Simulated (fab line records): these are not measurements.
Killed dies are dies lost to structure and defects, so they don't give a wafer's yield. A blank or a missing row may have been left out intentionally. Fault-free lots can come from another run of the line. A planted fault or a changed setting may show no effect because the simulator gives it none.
fab line records || flow rit_cmos || part 2 of 2: steps 33 to 44 of 44
record {"lots": 5, "wafers": 15, "last_day": 8}
route steps=202 shown NSD@137 PSD@142 SDANNEAL@153 PLDD@159 NLDD@160 SILICIDE@161 CONTACT@168
lots that met no fault: taken from a fault-free run of the same line
start_h: the number of hours between the record's first day and the start of the first shown wafer of the lot || wait_h: hours since the lot's step before || " as in the row above || L1.1+2: one row covering several wafers at once || - no value, or no start given || * or withheld: withheld || < > ~ a bound
route shown NAME@n: NAME is a module with steps in the file, n the number in the route of the first one || usual: the fault-free wafers' mean and standard deviation || same: alike in all rows || chamber/n: place in a boat || sites: the reading at each site || _std_site: how widely they spread, as a standard deviation || _edge_site: mean of outer sites minus mean of inner sites || radius_mm: for every site, how far away it sits from the centre of the wafer || mask NAME#n: copy n || behind: the last tool/chamber to shape the wafer || hold: reason for holding the lot/hours on hold/outcome of the hold || device: names the non-switching transistor (n, p or np) || end of line: tests run on the same wafers once the route is complete || a step given without rows: its recipe and nothing more || killed: not the wafer's yield, but the dies lost to structure and defects at the first sort || map: per-die view of a wafer (x killed, . not killed, _ where there is no die)
set.NAME: the setting the step ran with; set.NAME@STEP: the setting that earlier step ran with || model.NAME: the simulator's own value behind a step, which no gauge read
lots at some steps of the route; a table a step, a row a wafer
services: the hour from which a tool's chamber was out of use, counted from the record's first day as start_h (under 0 if before that day), plus the number of hours and why
## steps
# step RIT_CONTACT_THK_MEAS_01
# recipe {"reads": "SiO2_of_CONTACT_CVD_00"}
# usual {"CONTACT_TEOS_THK": "400/5.2"}
{"lot.wafer": "L077.2", "tool": "film_metro-03", "chamber": "-", "start_h": 69.29, "wait_h": 0.0, "CONTACT_TEOS_THK[nm]": 398}
{"lot.wafer": "L077.4", "tool": "film_metro-03", "chamber": "-", "start_h": 69.29, "wait_h": 0.0, "CONTACT_TEOS_THK[nm]": 409}
{"lot.wafer": "L077.6", "tool": "film_metro-03", "chamber": "-", "start_h": 69.29, "wait_h": 0.0, "CONTACT_TEOS_THK[nm]": 399}
{"lot.wafer": "L082.2", "tool": "film_metro-01", "chamber": "-", "start_h": 98.49, "wait_h": 0.0, "CONTACT_TEOS_THK[nm]": 399}
{"lot.wafer": "L082.3", "tool": "film_metro-01", "chamber": "-", "start_h": 98.49, "wait_h": 0.0, "CONTACT_TEOS_THK[nm]": 403}
{"lot.wafer": "L082.4", "tool": "film_metro-01", "chamber": "-", "start_h": 98.49, "wait_h": 0.0, "CONTACT_TEOS_THK[nm]": 404}
{"lot.wafer": "L086.1", "tool": "film_metro-03", "chamber": "-", "start_h": 119.06, "wait_h": 0.0, "CONTACT_TEOS_THK[nm]": 400}
{"lot.wafer": "L086.2", "tool": "film_metro-03", "chamber": "-", "start_h": 119.06, "wait_h": 0.0, "CONTACT_TEOS_THK[nm]": 393}
{"lot.wafer": "L086.5", "tool": "film_metro-03", "chamber": "-", "start_h": 119.06, "wait_h": 0.0, "CONTACT_TEOS_THK[nm]": 400}
{"lot.wafer": "L088.1", "tool": "film_metro-01", "chamber": "-", "start_h": 133.28, "wait_h": 0.0, "CONTACT_TEOS_THK[nm]": 398}
{"lot.wafer": "L088.3", "tool": "film_metro-01", "chamber": "-", "start_h": 133.28, "wait_h": 0.0, "CONTACT_TEOS_THK[nm]": 394}
{"lot.wafer": "L088.5", "tool": "film_metro-01", "chamber": "-", "start_h": 133.28, "wait_h": 0.0, "CONTACT_TEOS_THK[nm]": 404}
{"lot.wafer": "L097.3", "tool": "film_metro-01", "chamber": "-", "start_h": 178.37, "wait_h": 0.0, "CONTACT_TEOS_THK[nm]": 406}
{"lot.wafer": "L097.4", "tool": "film_metro-01", "chamber": "-", "start_h": 178.37, "wait_h": 0.0, "CONTACT_TEOS_THK[nm]": 411}
{"lot.wafer": "L097.6", "tool": "film_metro-01", "chamber": "-", "start_h": 178.37, "wait_h": 0.0, "CONTACT_TEOS_THK[nm]": 408}
# step RIT_CONTACT_HMDS_02
# recipe {"prime_time_s": 60, "prime_temp_c": 140}
{"lot.wafer": "L077.2+4+6", "tool": "litho_track-03", "chamber": 0, "start_h": 69.37, "wait_h": 0.1}
{"lot.wafer": "L082.2+3+4", "tool": "litho_track-03", "chamber": 0, "start_h": 98.57, "wait_h": 0.1}
{"lot.wafer": "L086.1+2+5", "tool": "litho_track-02", "chamber": 0, "start_h": 119.12, "wait_h": 0.1}
{"lot.wafer": "L088.1+3+5", "tool": "litho_track-03", "chamber": 0, "start_h": 133.34, "wait_h": 0.1}
{"lot.wafer": "L097.3+4+6", "tool": "litho_track-03", "chamber": 0, "start_h": 178.46, "wait_h": 0.1}
# step RIT_CONTACT_COAT_03
# recipe {"resist": "NOVOLAK", "spin_rpm": 3250, "resist_thk_nm": 1000}
{"lot.wafer": "L077.2+4+6", "tool": "litho_track-03", "chamber": 0, "start_h": 69.52, "wait_h": 0.1}
{"lot.wafer": "L082.2+3+4", "tool": "litho_track-03", "chamber": 0, "start_h": 98.72, "wait_h": 0.1}
{"lot.wafer": "L086.1+2+5", "tool": "litho_track-02", "chamber": 0, "start_h": 119.27, "wait_h": 0.1}
{"lot.wafer": "L088.1+3+5", "tool": "litho_track-03", "chamber": 0, "start_h": 133.49, "wait_h": 0.1}
{"lot.wafer": "L097.3+4+6", "tool": "litho_track-03", "chamber": 0, "start_h": 178.61, "wait_h": 0.1}
# step RIT_CONTACT_SOFTBAKE_04
# recipe {"resist": "NOVOLAK", "temp_c": 90, "time_s": 60}
{"lot.wafer": "L077.2+4+6", "tool": "litho_track-03", "chamber": 0, "start_h": 69.67, "wait_h": 0.1}
{"lot.wafer": "L082.2+3+4", "tool": "litho_track-03", "chamber": 0, "start_h": 98.87, "wait_h": 0.1}
{"lot.wafer": "L086.1+2+5", "tool": "litho_track-02", "chamber": 0, "start_h": 119.42, "wait_h": 0.1}
{"lot.wafer": "L088.1+3+5", "tool": "litho_track-03", "chamber": 0, "start_h": 133.64, "wait_h": 0.1}
{"lot.wafer": "L097.3+4+6", "tool": "litho_track-03", "chamber": 0, "start_h": 178.76, "wait_h": 0.1}
# step RIT_CONTACT_EXPOSE_05
# recipe {"mask_id": "M11", "na": 0.6, "source_shape": "conventional", "sigma_outer": 0.5, "target_cd_nm": 1000, "dose_mj": 247.6}
# usual {"exposure_dose_mJ_cm2": "249.94/0.25"}
{"lot.wafer": "L077.2", "tool": "iline_stepper-02", "chamber": 0, "start_h": 69.94, "wait_h": 0.2, "mask": "M11#0", "exposure_dose_mJ_cm2": 250.05}
{"lot.wafer": "L077.4", "tool": "iline_stepper-02", "chamber": 0, "start_h": 69.94, "wait_h": 0.2, "mask": "M11#0", "exposure_dose_mJ_cm2": 249.93}
{"lot.wafer": "L077.6", "tool": "iline_stepper-02", "chamber": 0, "start_h": 69.94, "wait_h": 0.2, "mask": "M11#0", "exposure_dose_mJ_cm2": 249.78}
{"lot.wafer": "L082.2", "tool": "iline_stepper-01", "chamber": 0, "start_h": 99.14, "wait_h": 0.2, "mask": "M11#0", "exposure_dose_mJ_cm2": 250.10}
{"lot.wafer": "L082.3", "tool": "iline_stepper-01", "chamber": 0, "start_h": 99.14, "wait_h": 0.2, "mask": "M11#0", "exposure_dose_mJ_cm2": 250.10}
{"lot.wafer": "L082.4", "tool": "iline_stepper-01", "chamber": 0, "start_h": 99.14, "wait_h": 0.2, "mask": "M11#0", "exposure_dose_mJ_cm2": 249.96}
{"lot.wafer": "L086.1", "tool": "iline_stepper-01", "chamber": 0, "start_h": 119.57, "wait_h": 0.1, "mask": "M11#0", "exposure_dose_mJ_cm2": 249.67}
{"lot.wafer": "L086.2", "tool": "iline_stepper-01", "chamber": 0, "start_h": 119.57, "wait_h": 0.1, "mask": "M11#0", "exposure_dose_mJ_cm2": 249.82}
{"lot.wafer": "L086.5", "tool": "iline_stepper-01", "chamber": 0, "start_h": 119.57, "wait_h": 0.1, "mask": "M11#0", "exposure_dose_mJ_cm2": 249.74}
{"lot.wafer": "L088.1", "tool": "iline_stepper-02", "chamber": 0, "start_h": 133.91, "wait_h": 0.2, "mask": "M11#0", "exposure_dose_mJ_cm2": 249.56}
{"lot.wafer": "L088.3", "tool": "iline_stepper-02", "chamber": 0, "start_h": 133.91, "wait_h": 0.2, "mask": "M11#0", "exposure_dose_mJ_cm2": 249.78}
{"lot.wafer": "L088.5", "tool": "iline_stepper-02", "chamber": 0, "start_h": 133.91, "wait_h": 0.2, "mask": "M11#0", "exposure_dose_mJ_cm2": 249.59}
{"lot.wafer": "L097.3", "tool": "iline_stepper-02", "chamber": 0, "start_h": 178.90, "wait_h": 0.1, "mask": "M11#0", "exposure_dose_mJ_cm2": 250.08}
{"lot.wafer": "L097.4", "tool": "iline_stepper-02", "chamber": 0, "start_h": 178.90, "wait_h": 0.1, "mask": "M11#0", "exposure_dose_mJ_cm2": 249.77}
{"lot.wafer": "L097.6", "tool": "iline_stepper-02", "chamber": 0, "start_h": 178.90, "wait_h": 0.1, "mask": "M11#0", "exposure_dose_mJ_cm2": 249.68}
# step RIT_CONTACT_PEB_06
# recipe {"resist": "NOVOLAK", "temp_c": "withheld", "time_s": "withheld"}
{"lot.wafer": "L077.2+4+6", "tool": "litho_track-02", "chamber": 0, "start_h": 70.06, "wait_h": 0.1}
{"lot.wafer": "L082.2+3+4", "tool": "litho_track-02", "chamber": 0, "start_h": 99.26, "wait_h": 0.1}
{"lot.wafer": "L086.1+2+5", "tool": "litho_track-03", "chamber": 0, "start_h": 119.69, "wait_h": 0.1}
{"lot.wafer": "L088.1+3+5", "tool": "litho_track-02", "chamber": 0, "start_h": 134.03, "wait_h": 0.1}
{"lot.wafer": "L097.3+4+6", "tool": "litho_track-04", "chamber": 0, "start_h": 179.05, "wait_h": 0.1}
# step RIT_CONTACT_DEVELOP_07
# recipe {"resist": "NOVOLAK", "develop_time_s": 120, "dev_temp_c": 23}
{"lot.wafer": "L077.2+4+6", "tool": "litho_track-02", "chamber": 0, "start_h": "-", "wait_h": "-"}
{"lot.wafer": "L082.2+3+4", "tool": "litho_track-02", "chamber": 0, "start_h": "-", "wait_h": "-"}
{"lot.wafer": "L086.1+2+5", "tool": "litho_track-03", "chamber": 0, "start_h": "-", "wait_h": "-"}
{"lot.wafer": "L088.1+3+5", "tool": "litho_track-02", "chamber": 0, "start_h": "-", "wait_h": "-"}
{"lot.wafer": "L097.3+4+6", "tool": "litho_track-04", "chamber": 0, "start_h": "-", "wait_h": "-"}
# step RIT_CONTACT_CD_MEAS_08
# recipe {"target_cd_nm": 1000}
# usual {"cd_nm": "1000.0/2.6"}
{"lot.wafer": "L077.2", "tool": "cd_sem-02", "chamber": "-", "start_h": 70.46, "wait_h": "-", "cd_nm": 997.3}
{"lot.wafer": "L077.4", "tool": "cd_sem-02", "chamber": "-", "start_h": 70.46, "wait_h": "-", "cd_nm": 999.3}
{"lot.wafer": "L077.6", "tool": "cd_sem-02", "chamber": "-", "start_h": 70.46, "wait_h": "-", "cd_nm": 999.3}
{"lot.wafer": "L082.2", "tool": "cd_sem-01", "chamber": "-", "start_h": 99.66, "wait_h": "-", "cd_nm": 995.7}
{"lot.wafer": "L082.3", "tool": "cd_sem-01", "chamber": "-", "start_h": 99.66, "wait_h": "-", "cd_nm": 1001.0}
{"lot.wafer": "L082.4", "tool": "cd_sem-01", "chamber": "-", "start_h": 99.66, "wait_h": "-", "cd_nm": 997.2}
{"lot.wafer": "L086.1", "tool": "cd_sem-02", "chamber": "-", "start_h": 120.09, "wait_h": "-", "cd_nm": 1000.7}
{"lot.wafer": "L086.2", "tool": "cd_sem-02", "chamber": "-", "start_h": 120.09, "wait_h": "-", "cd_nm": 998.0}
{"lot.wafer": "L086.5", "tool": "cd_sem-02", "chamber": "-", "start_h": 120.09, "wait_h": "-", "cd_nm": 997.4}
{"lot.wafer": "L088.1", "tool": "cd_sem-02", "chamber": "-", "start_h": 134.43, "wait_h": "-", "cd_nm": 998.9}
{"lot.wafer": "L088.3", "tool": "cd_sem-02", "chamber": "-", "start_h": 134.43, "wait_h": "-", "cd_nm": 997.9}
{"lot.wafer": "L088.5", "tool": "cd_sem-02", "chamber": "-", "start_h": 134.43, "wait_h": "-", "cd_nm": 997.5}
{"lot.wafer": "L097.3", "tool": "cd_sem-02", "chamber": "-", "start_h": 179.44, "wait_h": "-", "cd_nm": 997.7}
{"lot.wafer": "L097.4", "tool": "cd_sem-02", "chamber": "-", "start_h": 179.44, "wait_h": "-", "cd_nm": 997.0}
{"lot.wafer": "L097.6", "tool": "cd_sem-02", "chamber": "-", "start_h": 179.44, "wait_h": "-", "cd_nm": 996.4}
# step RIT_CONTACT_OVL_MEAS_09
# usual {"CONTACT_OVL": "0.9/1.3"}
{"lot.wafer": "L077.2", "tool": "overlay-01", "chamber": "-", "start_h": 70.56, "wait_h": 0.1, "CONTACT_OVL[nm]": 0.5}
{"lot.wafer": "L077.4", "tool": "overlay-01", "chamber": "-", "start_h": 70.56, "wait_h": 0.1, "CONTACT_OVL[nm]": -0.9}
{"lot.wafer": "L077.6", "tool": "overlay-01", "chamber": "-", "start_h": 70.56, "wait_h": 0.1, "CONTACT_OVL[nm]": 2.2}
{"lot.wafer": "L082.2", "tool": "overlay-01", "chamber": "-", "start_h": 99.76, "wait_h": 0.1, "CONTACT_OVL[nm]": 1.3}
{"lot.wafer": "L082.3", "tool": "overlay-01", "chamber": "-", "start_h": 99.76, "wait_h": 0.1, "CONTACT_OVL[nm]": 1.9}
{"lot.wafer": "L082.4", "tool": "overlay-01", "chamber": "-", "start_h": 99.76, "wait_h": 0.1, "CONTACT_OVL[nm]": 2.6}
{"lot.wafer": "L086.1", "tool": "overlay-02", "chamber": "-", "start_h": 120.21, "wait_h": 0.1, "CONTACT_OVL[nm]": 2.6}
{"lot.wafer": "L086.2", "tool": "overlay-02", "chamber": "-", "start_h": 120.21, "wait_h": 0.1, "CONTACT_OVL[nm]": 2.0}
{"lot.wafer": "L086.5", "tool": "overlay-02", "chamber": "-", "start_h": 120.21, "wait_h": 0.1, "CONTACT_OVL[nm]": 1.6}
{"lot.wafer": "L088.1", "tool": "overlay-02", "chamber": "-", "start_h": 134.55, "wait_h": 0.1, "CONTACT_OVL[nm]": 3.1}
{"lot.wafer": "L088.3", "tool": "overlay-02", "chamber": "-", "start_h": 134.55, "wait_h": 0.1, "CONTACT_OVL[nm]": 3.4}
{"lot.wafer": "L088.5", "tool": "overlay-02", "chamber": "-", "start_h": 134.55, "wait_h": 0.1, "CONTACT_OVL[nm]": 3.0}
{"lot.wafer": "L097.3", "tool": "overlay-01", "chamber": "-", "start_h": 179.53, "wait_h": 0.1, "CONTACT_OVL[nm]": 2.2}
{"lot.wafer": "L097.4", "tool": "overlay-01", "chamber": "-", "start_h": 179.53, "wait_h": 0.1, "CONTACT_OVL[nm]": -0.3}
{"lot.wafer": "L097.6", "tool": "overlay-01", "chamber": "-", "start_h": 179.53, "wait_h": 0.1, "CONTACT_OVL[nm]": 0.1}
# step RIT_CONTACT_HARDBAKE_10
# recipe {"resist": "NOVOLAK", "temp_c": 140, "time_s": 60}
{"lot.wafer": "L077.2+4+6", "tool": "litho_track-02", "chamber": 0, "start_h": 70.62, "wait_h": 0.0}
{"lot.wafer": "L082.2+3+4", "tool": "litho_track-02", "chamber": 0, "start_h": 99.82, "wait_h": 0.0}
{"lot.wafer": "L086.1+2+5", "tool": "litho_track-03", "chamber": 0, "start_h": 120.24, "wait_h": 0.0}
{"lot.wafer": "L088.1+3+5", "tool": "litho_track-03", "chamber": 0, "start_h": 134.58, "wait_h": 0.0}
{"lot.wafer": "L097.3+4+6", "tool": "litho_track-04", "chamber": 0, "start_h": 179.60, "wait_h": 0.1}
# step RIT_CONTACT_ETCH_11
# recipe {"target_depth_a": 4800, "over_etch_frac": 0.2, "stop_on": "TiSi2", "chemistry": "CHF3/CF4/Ar", "target": "SiO2", "CHF3_flow_sccm": 50, "cf4_flow_sccm": 10, "Ar_flow_sccm": 100, "O2_flow_sccm": 5, "pressure_mtorr": 100, "rf_w": 200, "time_s": 320}
# usual {"drypump_motor_current_A": "5.59/0.28", "oes_product_au": "0.994/0.011", "throttle_valve_pct": "8.89/0.1"}
# same {"over_etch_frac": 0.2}
{"lot.wafer": "L077.2", "tool": "rie_diel-04", "chamber": 2, "start_h": 70.74, "wait_h": 0.1, "drypump_motor_current_A": 5.19, "oes_product_au": 1.003, "rf_hours_counter_h": 155, "throttle_valve_pct": 8.98}
{"lot.wafer": "L077.4", "tool": "rie_diel-04", "chamber": 0, "start_h": 70.74, "wait_h": 0.1, "drypump_motor_current_A": 5.61, "oes_product_au": 0.998, "rf_hours_counter_h": 9, "throttle_valve_pct": 8.99}
{"lot.wafer": "L077.6", "tool": "rie_diel-04", "chamber": 3, "start_h": 70.74, "wait_h": 0.1, "drypump_motor_current_A": 5.87, "oes_product_au": 0.993, "rf_hours_counter_h": "-", "throttle_valve_pct": 8.97}
{"lot.wafer": "L082.2", "tool": "rie_diel-02", "chamber": 3, "start_h": 99.94, "wait_h": 0.1, "drypump_motor_current_A": 6.03, "oes_product_au": 1.010, "rf_hours_counter_h": 8, "throttle_valve_pct": 8.90}
{"lot.wafer": "L082.3", "tool": "rie_diel-02", "chamber": 2, "start_h": 99.94, "wait_h": 0.1, "drypump_motor_current_A": 5.83, "oes_product_au": 0.970, "rf_hours_counter_h": 52, "throttle_valve_pct": 8.65}
{"lot.wafer": "L082.4", "tool": "rie_diel-02", "chamber": 0, "start_h": 99.94, "wait_h": 0.1, "drypump_motor_current_A": 5.45, "oes_product_au": 0.976, "rf_hours_counter_h": 161, "throttle_valve_pct": 8.95}
{"lot.wafer": "L086.1", "tool": "rie_diel-03", "chamber": 1, "start_h": 120.39, "wait_h": 0.1, "drypump_motor_current_A": 5.39, "oes_product_au": 1.000, "rf_hours_counter_h": 147, "throttle_valve_pct": 9.01}
{"lot.wafer": "L086.2", "tool": "rie_diel-03", "chamber": 3, "start_h": 120.39, "wait_h": 0.1, "drypump_motor_current_A": 5.39, "oes_product_au": 0.993, "rf_hours_counter_h": 147, "throttle_valve_pct": 8.93}
{"lot.wafer": "L086.5", "tool": "rie_diel-03", "chamber": 2, "start_h": 120.39, "wait_h": 0.1, "drypump_motor_current_A": 5.07, "oes_product_au": 0.988, "rf_hours_counter_h": "-", "throttle_valve_pct": 8.82}
{"lot.wafer": "L088.1", "tool": "rie_diel-03", "chamber": 1, "start_h": 134.73, "wait_h": 0.1, "drypump_motor_current_A": 5.37, "oes_product_au": 0.992, "rf_hours_counter_h": 147, "throttle_valve_pct": 9.03}
{"lot.wafer": "L088.3", "tool": "rie_diel-03", "chamber": 3, "start_h": 134.73, "wait_h": 0.1, "drypump_motor_current_A": 5.37, "oes_product_au": 0.987, "rf_hours_counter_h": 148, "throttle_valve_pct": 8.92}
{"lot.wafer": "L088.5", "tool": "rie_diel-03", "chamber": 3, "start_h": 134.73, "wait_h": 0.1, "drypump_motor_current_A": 5.40, "oes_product_au": 0.988, "rf_hours_counter_h": "-", "throttle_valve_pct": 8.94}
{"lot.wafer": "L097.3", "tool": "rie_diel-03", "chamber": 0, "start_h": 179.70, "wait_h": 0.1, "drypump_motor_current_A": 5.81, "oes_product_au": 0.989, "rf_hours_counter_h": 40, "throttle_valve_pct": 8.77}
{"lot.wafer": "L097.4", "tool": "rie_diel-03", "chamber": 2, "start_h": 179.70, "wait_h": 0.1, "drypump_motor_current_A": 5.08, "oes_product_au": 0.990, "rf_hours_counter_h": "-", "throttle_valve_pct": 8.81}
{"lot.wafer": "L097.6", "tool": "rie_diel-03", "chamber": 0, "start_h": 179.70, "wait_h": 0.1, "drypump_motor_current_A": 5.76, "oes_product_au": 0.992, "rf_hours_counter_h": "-", "throttle_valve_pct": 8.78}
# step RIT_CONTACT_STRIP_12
# recipe {"chemistry": "O2", "time_s": 180, "resist": "NOVOLAK", "platen_temp_c": "withheld", "power_w": 500, "pressure_mtorr": 4000, "o2_flow_sccm": 4000}
# usual {"drypump_motor_current_A": "5.6/0.45"}
{"lot.wafer": "L077.2", "tool": "plasma_asher-04", "chamber": 1, "start_h": 70.94, "wait_h": 0.1, "drypump_motor_current_A": 5.6, "rf_hours_counter_h": 43}
{"lot.wafer": "L077.4", "tool": "plasma_asher-04", "chamber": 1, "start_h": 70.94, "wait_h": 0.1, "drypump_motor_current_A": 5.6, "rf_hours_counter_h": "-"}
{"lot.wafer": "L077.6", "tool": "plasma_asher-04", "chamber": 0, "start_h": 70.94, "wait_h": 0.1, "drypump_motor_current_A": 5.9, "rf_hours_counter_h": "-"}
{"lot.wafer": "L082.2", "tool": "plasma_asher-01", "chamber": 1, "start_h": 100.14, "wait_h": 0.1, "drypump_motor_current_A": 5.7, "rf_hours_counter_h": 32}
{"lot.wafer": "L082.3", "tool": "plasma_asher-01", "chamber": 0, "start_h": 100.14, "wait_h": 0.1, "drypump_motor_current_A": 5.1, "rf_hours_counter_h": "-"}
{"lot.wafer": "L082.4", "tool": "plasma_asher-01", "chamber": 1, "start_h": 100.14, "wait_h": 0.1, "drypump_motor_current_A": 5.7, "rf_hours_counter_h": "-"}
{"lot.wafer": "L086.1", "tool": "plasma_asher-02", "chamber": 0, "start_h": 120.59, "wait_h": 0.1, "drypump_motor_current_A": 5.1, "rf_hours_counter_h": 0}
{"lot.wafer": "L086.2", "tool": "plasma_asher-02", "chamber": 1, "start_h": 120.59, "wait_h": 0.1, "drypump_motor_current_A": 6.6, "rf_hours_counter_h": 0}
{"lot.wafer": "L086.5", "tool": "plasma_asher-02", "chamber": 1, "start_h": 120.59, "wait_h": 0.1, "drypump_motor_current_A": 6.6, "rf_hours_counter_h": "-"}
{"lot.wafer": "L088.1", "tool": "plasma_asher-04", "chamber": 1, "start_h": 134.93, "wait_h": 0.1, "drypump_motor_current_A": 5.6, "rf_hours_counter_h": 49}
{"lot.wafer": "L088.3", "tool": "plasma_asher-04", "chamber": 0, "start_h": 134.93, "wait_h": 0.1, "drypump_motor_current_A": 5.8, "rf_hours_counter_h": "-"}
{"lot.wafer": "L088.5", "tool": "plasma_asher-04", "chamber": 1, "start_h": 134.93, "wait_h": 0.1, "drypump_motor_current_A": 5.7, "rf_hours_counter_h": "-"}
{"lot.wafer": "L097.3", "tool": "plasma_asher-01", "chamber": 1, "start_h": 179.95, "wait_h": 0.2, "drypump_motor_current_A": 5.7, "rf_hours_counter_h": "-"}
{"lot.wafer": "L097.4", "tool": "plasma_asher-01", "chamber": 0, "start_h": 179.95, "wait_h": 0.2, "drypump_motor_current_A": 5.1, "rf_hours_counter_h": "-"}
{"lot.wafer": "L097.6", "tool": "plasma_asher-01", "chamber": 1, "start_h": 179.95, "wait_h": 0.2, "drypump_motor_current_A": 5.7, "rf_hours_counter_h": "-"}
## services
{"tool": "rie_diel-04", "chamber": "-", "start_h": 48.21, "hours": 0.6, "kind": "repair"}
{"tool": "implanter-04", "chamber": "-", "start_h": 48.70, "hours": 4.8, "kind": "repair"}
{"tool": "implanter-04", "chamber": "-", "start_h": 53.48, "hours": 5.7, "kind": "pm"}
{"tool": "iline_stepper-02", "chamber": "-", "start_h": 61.37, "hours": 1.7, "kind": "pm"}
{"tool": "iline_stepper-01", "chamber": "-", "start_h": 83.57, "hours": 13.7, "kind": "repair"}
{"tool": "pvd_sputter-03", "chamber": "-", "start_h": 97.94, "hours": 0.5, "kind": "repair"}
{"tool": "pecvd-03", "chamber": 0, "start_h": 101.72, "hours": 5.6, "kind": "repair"}
{"tool": "iline_stepper-02", "chamber": "-", "start_h": 104.00, "hours": 2.4, "kind": "repair"}
{"tool": "pecvd-02", "chamber": "-", "start_h": 104.53, "hours": 1.4, "kind": "repair"}
{"tool": "iline_stepper-01", "chamber": "-", "start_h": 108.24, "hours": 1.7, "kind": "repair"}
{"tool": "plasma_asher-02", "chamber": "-", "start_h": 108.75, "hours": 9.0, "kind": "pm"}
{"tool": "plasma_asher-02", "chamber": 0, "start_h": 108.75, "hours": 11.4, "kind": "vent_cycle"}
{"tool": "plasma_asher-02", "chamber": 1, "start_h": 108.75, "hours": 11.4, "kind": "vent_cycle"}
{"tool": "iline_stepper-02", "chamber": "-", "start_h": 115.72, "hours": 8.9, "kind": "pm"}
{"tool": "plasma_asher-02", "chamber": "-", "start_h": 116.00, "hours": 4.1, "kind": "repair"}
{"tool": "plasma_asher-02", "chamber": 0, "start_h": 117.75, "hours": "-", "kind": "clean"}
{"tool": "plasma_asher-02", "chamber": 1, "start_h": 117.75, "hours": "-", "kind": "clean"}
{"tool": "rie_diel-02", "chamber": 0, "start_h": 129.28, "hours": 2.8, "kind": "repair"}
{"tool": "iline_stepper-02", "chamber": 0, "start_h": 129.29, "hours": "-", "kind": "calibration"}
{"tool": "plasma_asher-01", "chamber": "-", "start_h": 132.24, "hours": 3.4, "kind": "repair"}
{"tool": "plasma_asher-02", "chamber": "-", "start_h": 149.27, "hours": 3.2, "kind": "repair"}
{"tool": "rie_diel-03", "chamber": 3, "start_h": 161.05, "hours": "-", "kind": "clean"}
{"tool": "rie_diel-03", "chamber": 3, "start_h": 161.05, "hours": 18.5, "kind": "scheduled_down"}
{"tool": "pecvd-03", "chamber": 1, "start_h": 173.30, "hours": 5.0, "kind": "repair"}
